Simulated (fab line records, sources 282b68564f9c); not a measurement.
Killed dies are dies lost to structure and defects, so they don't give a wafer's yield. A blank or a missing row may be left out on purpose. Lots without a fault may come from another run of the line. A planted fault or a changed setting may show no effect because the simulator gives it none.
fab line records | flow rit_cmos
record lots=6 wafers=18 last_day=7
route steps=202 shown FOX2@24 NWELL@28 PWELL@39 WELLDRIVE@50 M1@202
lots that met no fault: from a run of the same line without faults
start_h: hours from the record's first day to the start of the lot's first wafer shown | wait_h: hours since the lot's step before | " the same as in the row above | L1.1+2: a row that stands for several wafers | - no value, or no start given | * or withheld: withheld | < > ~ a bound
route shown NAME@n: a module of which the file shows steps, and the number in the route of the first | usual: mean/standard deviation of fault-free wafers | same: alike in all rows | chamber/n: place in a boat | sites: the reading at each site | _std_site: their standard deviation | _edge_site: outer sites' mean less inner sites' | radius_mm: how far each site lies from the wafer's centre | mask NAME#n: copy n | behind: the tool/chamber that last shaped the wafer | hold: why the lot was held/for how many hours/how that ended | device: the transistor (n, p or np) that didn't switch | end of line: the same wafers' tests at the end of the route | a step without rows: its recipe alone | killed: dies lost to structure and defects at the first sort, not the wafer's yield | map: a wafer's dies, x killed, . not, _ none there
set.NAME: the setting as run; set.NAME@STEP: as run at that earlier step | model.NAME: the simulator's own value behind a step, which no gauge read
lots at some steps of the route; a table a step, a row a wafer
services: from which hour (start_h, from the record's first day; less than 0 if before it) a tool's chamber was out of use, for how many hours, and why
## steps
# step RIT_FOX2_THK_MEAS_01
# recipe reads=SiO2_of_FOX2_OXIDATION_00
# usual FOX2_OXIDE_THK=353/6.9
# columns lot.wafer tool chamber start_h wait_h FOX2_OXIDE_THK[nm]
L427.1 film_metro-03 - 43.34 0.0 340
L427.2 " - " " 339
L427.6 " - " " 336
L428.1 film_metro-03 - 49.12 0.0 348
L428.4 " - " " 344
L428.6 " - " " 349
L431.1 film_metro-03 - 64.40 0.0 350
L431.4 " - " " 347
L431.6 " - " " 350
L432.2 film_metro-04 - 68.64 0.0 350
L432.3 " - " " 351
L432.6 " - " " 353
L441.1 film_metro-01 - 116.19 0.0 352
L441.2 " - " " 347
L441.4 " - " " 349
L443.2 film_metro-04 - 126.83 0.0 362
L443.3 " - " " 365
L443.5 " - " " 370
# step RIT_FOX2_CLEAN_02
# recipe chemistry=dHF dilution=50:1 time_s=180
# step RIT_FOX2_WET_ETCH_03
# recipe chemistry=H3PO4 target=Si3N4 target_depth_nm=195 temp_c=165 time_s=2700
# step RIT_FOX2_THK_MEAS_90
# recipe reads=SiO2_of_FOX2_OXIDATION_00
# usual FIELD_OXIDE_LEFT_1_THK=325/6.9
# columns lot.wafer tool chamber start_h wait_h FIELD_OXIDE_LEFT_1_THK[nm]
L427.1 film_metro-01 - 44.29 0.0 313
L427.2 " - " " 312
L427.6 " - " " 310
L428.1 film_metro-01 - 50.00 0.0 320
L428.4 " - " " 316
L428.6 " - " " 321
L431.1 film_metro-01 - 65.42 0.0 323
L431.4 " - " " 319
L431.6 " - " " 323
L432.2 film_metro-04 - 69.67 0.0 323
L432.3 " - " " 324
L432.6 " - " " 326
L441.1 film_metro-01 - 117.21 0.0 325
L441.2 " - " " 320
L441.4 " - " " 322
L443.2 film_metro-04 - 127.77 0.0 334
L443.3 " - " " 337
L443.5 " - " " 343
# step RIT_NWELL_HMDS_00
# recipe prime_time_s=60 prime_temp_c=140
# step RIT_NWELL_COAT_01
# recipe resist=NOVOLAK spin_rpm=2000 resist_thk_nm=1300
# step RIT_NWELL_SOFTBAKE_02
# recipe resist=NOVOLAK temp_c=90 time_s=60
# step RIT_NWELL_EXPOSE_03
# recipe mask_id=M2 na=0.57 target_cd_nm=43900 dose_mj=250
# step RIT_NWELL_PEB_04
# recipe resist=NOVOLAK temp_c=withheld time_s=withheld
# step RIT_NWELL_DEVELOP_05
# recipe resist=NOVOLAK develop_time_s=68 dev_temp_c=23
# step RIT_NWELL_OVL_MEAS_06
# usual NWELL_OVL=1.3/1.3
# columns lot.wafer tool chamber start_h wait_h NWELL_OVL[nm]
L427.1 overlay-01 - 45.35 - 2.5
L427.2 " - " " 2.1
L427.6 " - " " 1.5
L428.1 overlay-02 - 51.06 - 1.0
L428.4 " - " " -1.1
L428.6 " - " " 1.5
L431.1 overlay-02 - 66.36 - 0.7
L431.4 " - " " 1.9
L431.6 " - " " 0.2
L432.2 overlay-02 - 70.73 - 0.0
L432.3 " - " " 0.9
L432.6 " - " " 0.1
L441.1 overlay-01 - 118.15 - 1.0
L441.2 " - " " 1.7
L441.4 " - " " 2.5
L443.2 overlay-01 - 128.71 - 1.5
L443.3 " - " " 2.7
L443.5 " - " " 3.6
# step RIT_NWELL_HARDBAKE_07
# recipe resist=NOVOLAK temp_c=140 time_s=120
# step RIT_NWELL_IMPLANT_08
# recipe species=P energy_kev=170 dose_cm2=5e+13 tilt_deg=7
# usual dose_ions_cm2=5.001e+13/5.5e+10 faraday_current_uA=159/3.2
# columns lot.wafer tool chamber start_h wait_h dose_ions_cm2 faraday_current_uA
L427.1 implanter-03 0 45.64 0.2 5.005e+13 157
L427.2 " 0 " " 5.009e+13 156
L427.6 " 0 " " 5.006e+13 156
L428.1 implanter-03 0 51.35 0.2 4.995e+13 152
L428.4 " 0 " " 4.993e+13 156
L428.6 " 0 " " 5.001e+13 161
L431.1 implanter-02 0 66.65 0.2 5.002e+13 158
L431.4 " 0 " " 5.004e+13 154
L431.6 " 0 " " 5e+13 163
L432.2 implanter-03 0 71.03 0.2 5.002e+13 158
L432.3 " 0 " " 5.004e+13 160
L432.6 " 0 " " 5.01e+13 154
L441.1 implanter-02 0 118.43 0.2 3.622e+13 116
L441.2 " 0 " " 3.622e+13 115
L441.4 " 0 " " 3.618e+13 118
L443.2 implanter-02 0 129.01 0.2 3.622e+13 114
L443.3 " 0 " " 3.627e+13 113
L443.5 " 0 " " 3.618e+13 114
# step RIT_NWELL_STRIP_09
# recipe chemistry=O2 time_s=180 resist=NOVOLAK platen_temp_c=withheld power_w=500 pressure_mtorr=4000 o2_flow_sccm=4000
# usual drypump_motor_current_A=5.5/0.44
# columns lot.wafer tool chamber start_h wait_h drypump_motor_current_A rf_hours_counter_h
L427.1 plasma_asher-01 1 45.79 0.1 6.0 40
L427.2 " 0 " " 5.6 40
L427.6 " 1 " " 6.0 -
L428.1 plasma_asher-04 1 51.50 0.1 5.0 43
L428.4 " 0 " " 5.5 -
L428.6 " 1 " " 4.9 -
L431.1 plasma_asher-01 1 66.80 0.1 6.0 43
L431.4 " 1 " " 6.0 -
L431.6 " 1 " " 6.0 -
L432.2 plasma_asher-03 0 71.16 0.1 6.3 26
L432.3 " 1 " " 5.2 -
L432.6 " 1 " " 5.2 -
L441.1 plasma_asher-01 0 118.58 0.1 5.6 0
L441.2 " 1 " " 6.0 0
L441.4 " 1 " " 5.9 -
L443.2 plasma_asher-04 0 129.14 0.1 5.5 51
L443.3 " 1 " " 5.0 -
L443.5 " 0 " " 5.4 -
# step RIT_NWELL_TW_MEAS_10
# usual NWELL_TW=2149/24
# columns lot.wafer tool chamber start_h wait_h NWELL_TW
L427.1 film_metro-02 - 45.96 0.1 2129
L427.2 " - " " 2131
L427.6 " - " " 2114
L428.1 film_metro-01 - 51.67 0.1 2174
L428.4 " - " " 2184
L428.6 " - " " 2173
L431.1 film_metro-01 - 66.97 0.1 2174
L431.4 " - " " 2187
L431.6 " - " " 2175
L432.2 film_metro-02 - 71.34 0.1 2120
L432.3 " - " " 2124
L432.6 " - " " 2135
L441.1 film_metro-02 - 118.76 0.1 1904
L441.2 " - " " 1909
L441.4 " - " " 1898
L443.2 film_metro-02 - 129.32 0.1 1912
L443.3 " - " " 1906
L443.5 " - " " 1907
# step RIT_PWELL_HMDS_00
# recipe prime_time_s=60 prime_temp_c=140
# step RIT_PWELL_COAT_01
# recipe resist=NOVOLAK spin_rpm=2000 resist_thk_nm=1300
# step RIT_PWELL_SOFTBAKE_02
# recipe resist=NOVOLAK temp_c=90 time_s=60
# step RIT_PWELL_EXPOSE_03
# recipe mask_id=M3 na=0.57 target_cd_nm=43700 dose_mj=250
# step RIT_PWELL_PEB_04
# recipe resist=NOVOLAK temp_c=withheld time_s=withheld
# step RIT_PWELL_DEVELOP_05
# recipe resist=NOVOLAK develop_time_s=68 dev_temp_c=23
# step RIT_PWELL_OVL_MEAS_06
# usual PWELL_OVL=-0.6/1.3
# columns lot.wafer tool chamber start_h wait_h PWELL_OVL[nm]
L427.1 overlay-01 - 46.92 - -0.7
L427.2 " - " " 0.3
L427.6 " - " " 1.8
L428.1 overlay-02 - 52.74 - -2.3
L428.4 " - " " -2.9
L428.6 " - " " -3.8
L431.1 overlay-02 - 67.91 - -0.3
L431.4 " - " " -0.3
L431.6 " - " " -2.9
L432.2 overlay-01 - 72.41 - 1.1
L432.3 " - " " 0.2
L432.6 " - " " 1.0
L441.1 overlay-02 - 119.82 - 0.0
L441.2 " - " " -0.5
L441.4 " - " " 1.4
L443.2 overlay-01 - 130.38 - -0.7
L443.3 " - " " -1.4
L443.5 " - " " -1.1
# step RIT_PWELL_HARDBAKE_07
# recipe resist=NOVOLAK temp_c=140 time_s=120
# step RIT_PWELL_IMPLANT_08
# recipe species=B energy_kev=170 dose_cm2=7e+13 tilt_deg=7
# step RIT_PWELL_STRIP_09
# recipe chemistry=O2 time_s=180 resist=NOVOLAK platen_temp_c=withheld power_w=518.6 pressure_mtorr=4000 o2_flow_sccm=4000
# usual drypump_motor_current_A=5.6/0.43
# columns lot.wafer tool chamber start_h wait_h drypump_motor_current_A rf_hours_counter_h
L427.1 plasma_asher-02 1 47.36 0.1 5.8 40
L427.2 " 0 " " 5.8 40
L427.6 " 0 " " 5.8 -
L428.1 plasma_asher-02 0 53.17 0.1 5.8 40
L428.4 " 0 " " 5.8 -
L428.6 " 1 " " 5.8 -
L431.1 plasma_asher-04 0 68.35 0.1 5.5 44
L431.4 " 1 " " 5.0 -
L431.6 " 1 " " 4.9 -
L432.2 plasma_asher-03 1 72.84 0.1 5.2 27
L432.3 " 1 " " 5.2 -
L432.6 " 1 " " 5.2 -
L441.1 plasma_asher-04 1 120.26 0.1 4.9 50
L441.2 " 0 " " 5.5 50
L441.4 " 1 " " 4.9 -
L443.2 plasma_asher-03 1 131.06 0.1 5.2 33
L443.3 " 1 " " 5.2 -
L443.5 " 0 " " 6.4 -
# step RIT_PWELL_TW_MEAS_10
# usual PWELL_TW=956/8.1
# columns lot.wafer tool chamber start_h wait_h PWELL_TW
L427.1 film_metro-04 - 47.53 0.1 951
L427.2 " - " " 955
L427.6 " - " " 955
L428.1 film_metro-04 - 53.35 0.1 955
L428.4 " - " " 954
L428.6 " - " " 948
L431.1 film_metro-01 - 68.52 0.1 964
L431.4 " - " " 967
L431.6 " - " " 965
L432.2 film_metro-01 - 73.03 0.1 961
L432.3 " - " " 965
L432.6 " - " " 962
L441.1 film_metro-04 - 120.44 0.1 959
L441.2 " - " " 955
L441.4 " - " " 956
L443.2 film_metro-01 - 131.25 0.1 966
L443.3 " - " " 966
L443.5 " - " " 958
# step RIT_WELLDRIVE_ANNEAL_00
# recipe temp_c=1100 time_s=14700 ambient=N2
# step RIT_WELLDRIVE_RS_MEAS_01
# recipe thk_meas_gauge=four-point-probe
# usual NWELL_RS=275.2/0.77
# columns lot.wafer tool chamber start_h wait_h NWELL_RS[ohm/sq]
L427.1 film_metro-02 - 53.01 0.0 275.1
L427.2 " - " " 276.0
L427.6 " - " " 275.2
L428.1 film_metro-02 - 58.49 0.0 274.6
L428.4 " - " " 274.5
L428.6 " - " " 274.3
L431.1 film_metro-02 - 73.72 0.0 274.4
L431.4 " - " " 273.9
L431.6 " - " " 274.6
L432.2 film_metro-04 - 78.59 0.0 274.7
L432.3 " - " " 274.3
L432.6 " - " " 274.6
L441.1 film_metro-04 - 125.58 0.0 335.9
L441.2 " - " " 335.5
L441.4 " - " " 334.8
L443.2 film_metro-02 - 136.40 0.0 335.6
L443.3 " - " " 335.3
L443.5 " - " " 335.6
# step RIT_WELLDRIVE_RS_MEAS_02
# recipe thk_meas_gauge=four-point-probe
# usual PWELL_RS=429.1/1.1
# columns lot.wafer tool chamber start_h wait_h PWELL_RS[ohm/sq]
L427.1 film_metro-02 - 53.13 0.1 429.7
L427.2 " - " " 428.6
L427.6 " - " " 428.8
L428.1 film_metro-02 - 58.61 0.1 430.4
L428.4 " - " " 429.3
L428.6 " - " " 429.8
L431.1 film_metro-02 - 73.84 0.1 430.6
L431.4 " - " " 428.4
L431.6 " - " " 427.6
L432.2 film_metro-04 - 78.71 0.1 428.6
L432.3 " - " " 427.3
L432.6 " - " " 428.1
L441.1 film_metro-04 - 125.70 0.1 429.6
L441.2 " - " " 429.5
L441.4 " - " " 429.4
L443.2 film_metro-02 - 136.52 0.1 430.4
L443.3 " - " " 429.5
L443.5 " - " " 430.3
# step RIT_M1_PROBE_99
# usual killed_at_contacts=0.1/0.25 killed_at_front_end=7.1/2.9 killed_dies=7.2/2.9 killed_on_rim=2.0/1.3 killed_open=3.6/1.9 killed_short=3.5/1.9
# same gross_dies=264 killed_at_M0_to_M3=0 killed_at_M4_up=0 killed_at_back_side=0 killed_at_other=0
# columns lot.wafer tool chamber start_h wait_h killed_at_contacts killed_at_front_end killed_dies killed_on_rim killed_open killed_short model.etest.pmos_0p3.r_on_ohm_um model.etest.nwell_pinched.rs_ohm_sq model.etest.well_edge_left.line_ohm_um model.etest.well_edge_right.line_ohm_um model.etest.pmos_0p15.drive_ua_um model.etest.pmos_turned.drive_ua_um model.etest.pmos_0p3.drive_ua_um model.etest.pmos_narrow.drive_ua_um
L427.1 prober-01 - 83.67 0.1 0 7 7 3 3 4 6259 341.4 182.3 182.2 259.9 193.9 101.5 104
L427.2 prober-01 - 83.72 0.1 0 5 5 3 3 2 6296 335.5 181.4 183.1 255.1 191.1 101.5 103.4
L427.6 prober-01 - 83.92 0.2 0 4 4 1 2 2 6199 341.6 184.1 181.6 259.9 194.9 101 105.5
L428.1 prober-02 - 86.96 0.1 0 7 7 3 4 3 6234 340.9 182.2 181.1 251.8 180.4 103.3 103.7
L428.4 prober-02 - 87.11 0.2 0 12 12 5 4 8 6266 338.2 179.4 179.1 246.4 179.2 102.5 103
L428.6 prober-02 - 87.21 0.2 1 5 6 1 3 3 6275 339.1 178.9 179.1 252.4 178.5 104 104
L431.1 prober-02 - 102.45 0.1 1 4 5 2 2 3 6594 337.1 181.8 180.7 237.4 170.6 95.03 96.49
L431.4 prober-02 - 102.60 0.2 0 7 7 3 1 6 6487 334.3 178.4 180.5 239.2 175.1 96.68 96.47
L431.6 prober-02 - 102.70 0.2 0 6 6 3 3 3 6684 336.7 184 180.7 232.1 166 93.25 93.11
L432.2 prober-01 - 107.70 0.1 1 10 11 2 7 4 6492 337.4 182.1 182.7 240 164.3 97.41 100.7
L432.3 prober-01 - 107.75 0.2 0 4 4 1 3 1 6447 338.1 182.4 179.8 241.8 174 98.5 101.5
L432.6 prober-01 - 107.90 0.2 0 12 12 4 8 4 6408 340.5 183 184.9 242.3 172.2 98.89 102.8
L441.1 prober-02 - 156.57 0.1 0 6 6 2 4 2 6067 416.9 233.8 230.6 259 196.2 109.9 104
L441.2 prober-02 - 156.62 0.1 1 11 12 2 7 5 6003 422.2 228.3 225.3 266.1 201.5 109.8 107.2
L441.4 prober-02 - 156.72 0.2 0 8 8 2 5 3 6123 419.5 232.5 228.3 260.4 194.5 109.3 106.3
L443.2 prober-02 - 165.09 0.1 0 12 12 5 9 3 6190 422.1 229.8 229.8 261.9 193.7 104.3 99.5
L443.3 prober-02 - 165.14 0.2 0 5 5 0 3 2 6261 416.2 231.4 228.7 260.9 194.6 104.1 99.68
L443.5 prober-02 - 165.24 0.2 0 7 7 0 3 4 6266 422.1 228.9 227.8 260.4 194.9 102 100.1
# killed by level:class
L427.1 FOX2:geometric_particle:short=2 GATE:geometric_particle:open=2 GATE:geometric_particle:short=1 SPACER:geometric_particle:short=1 SILICIDE:geometric_particle:open=1
L427.2 FOX2:geometric_particle:open=1 FOX2:geometric_particle:short=1 GATE:geometric_particle:short=1 REOX:geometric_particle:open=1 SILICIDE:geometric_particle:open=1
L427.6 FOX1:geometric_particle:short=1 GATE:geometric_particle:open=1 REOX:geometric_particle:short=1 SPACER:geometric_particle:open=1
L428.1 FOX2:geometric_particle:open=3 GATE:geometric_particle:short=2 SILICIDE:geometric_particle:short=1 GATE:geometric_particle:open=1
L428.4 GATE:geometric_particle:short=4 FOX2:geometric_particle:short=3 SILICIDE:geometric_particle:open=3 GATE:geometric_particle:open=1 SILICIDE:geometric_particle:short=1
L428.6 FOX2:geometric_particle:open=2 FOX2:geometric_particle:short=1 GATE:geometric_particle:short=1 SPACER:geometric_particle:open=1 CONTACT:geometric_particle:short=1
L431.1 REOX:geometric_particle:short=2 GATE:geometric_particle:open=1 SILICIDE:geometric_particle:open=1 CONTACT:geometric_particle:short=1
L431.4 GATE:geometric_particle:short=2 REOX:geometric_particle:short=2 FOX1:geometric_particle:open=1 FOX1:geometric_particle:short=1 FOX2:geometric_particle:short=1
L431.6 FOX1:geometric_particle:short=3 FOX1:geometric_particle:open=1 GATE:geometric_particle:open=1 REOX:geometric_particle:open=1
L432.2 GATE:geometric_particle:open=3 GATE:geometric_particle:short=3 FOX2:geometric_particle:open=2 FOX1:geometric_particle:open=1 REOX:geometric_particle:short=1 CONTACT:geometric_particle:open=1
L432.3 GATE:geometric_particle:open=1 REOX:geometric_particle:open=1 SPACER:geometric_particle:open=1 SILICIDE:geometric_particle:short=1
L432.6 GATE:geometric_particle:open=3 SPACER:geometric_particle:open=3 GATE:geometric_particle:short=2 FOX1:geometric_particle:open=1 REOX:geometric_particle:short=1 SPACER:geometric_particle:short=1 SILICIDE:geometric_particle:open=1
L441.1 GATE:geometric_particle:open=4 REOX:geometric_particle:short=1 SPACER:geometric_particle:short=1
L441.2 FOX1:geometric_particle:open=2 GATE:geometric_particle:short=2 GATE:geometric_particle:open=2 FOX2:geometric_particle:open=1 REOX:geometric_particle:open=1 REOX:geometric_particle:short=1 SPACER:geometric_particle:open=1 SPACER:geometric_particle:short=1
L441.4 GATE:geometric_particle:open=4 FOX1:geometric_particle:open=1 FOX1:geometric_particle:short=1 SPACER:geometric_particle:short=1 SILICIDE:geometric_particle:short=1
L443.2 FOX1:geometric_particle:open=3 SILICIDE:geometric_particle:open=3 GATE:geometric_particle:short=2 GATE:geometric_particle:open=2 FOX2:geometric_particle:open=1 SILICIDE:geometric_particle:short=1
L443.3 GATE:geometric_particle:open=2 FOX2:geometric_particle:short=1 GATE:geometric_particle:short=1 SILICIDE:geometric_particle:open=1
L443.5 FOX1:geometric_particle:short=2 GATE:geometric_particle:open=2 FOX2:geometric_particle:open=1 GATE:geometric_particle:short=1 SILICIDE:geometric_particle:short=1
## services
# columns tool chamber start_h hours kind
plasma_asher-03 - 21.76 15.6 pm
plasma_asher-01 - 34.24 5.5 repair
plasma_asher-04 - 52.02 1.9 repair
implanter-03 - 86.57 2.8 repair
implanter-02 - 98.49 0.9 repair
plasma_asher-01 - 108.75 9.0 pm
plasma_asher-01 0 108.75 9.0 vent_cycle
plasma_asher-01 1 108.75 9.0 vent_cycle
implanter-02 - 109.12 0.7 repair
plasma_asher-02 - 109.32 2.8 pm
plasma_asher-01 0 117.75 - clean
plasma_asher-01 1 117.75 - clean
## key
first_sign step=RIT_NWELL_IMPLANT_08 reading=dose_ions_cm2 direction=down sigmas=99+ usual=5.001e+13 struck=3.621e+13
effect step=RIT_NWELL_IMPLANT_08 reading=faraday_current_uA direction=down sigmas=14 usual=159 struck=115
effect step=RIT_NWELL_TW_MEAS_10 reading=NWELL_TW direction=down sigmas=10 usual=2149 struck=1906
effect step=RIT_WELLDRIVE_RS_MEAS_01 reading=NWELL_RS direction=up sigmas=78 usual=275.2 struck=335.5
model_effect step=RIT_M1_PROBE_99 value=etest.pmos_0p3.r_on_ohm_um without=6426 struck=6152
met_at RIT_NWELL_IMPLANT_08
struck_wafers L441.1,L441.2,L441.4,L443.2,L443.3,L443.5
tester_left_out L441,L443
onset_between 66.65 118.43
fault kind=process_parameter_drift tool=implanter-02 chamber=- onset_h=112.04 steps=RIT_NWELL_IMPLANT_08 channel=dose_cm2 offset=-1.3735e+13 shape=step end_h=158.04 acts_in=these_recipes_only stated=5e+13
# tester_left_out: of these lots the tester's yield and bins aren't shown, on N5 and GAA mostly nor the transistor test; their killed dies are dies lost to structure and defects alone, not to doping, threshold or leakage, so they don't give the yield
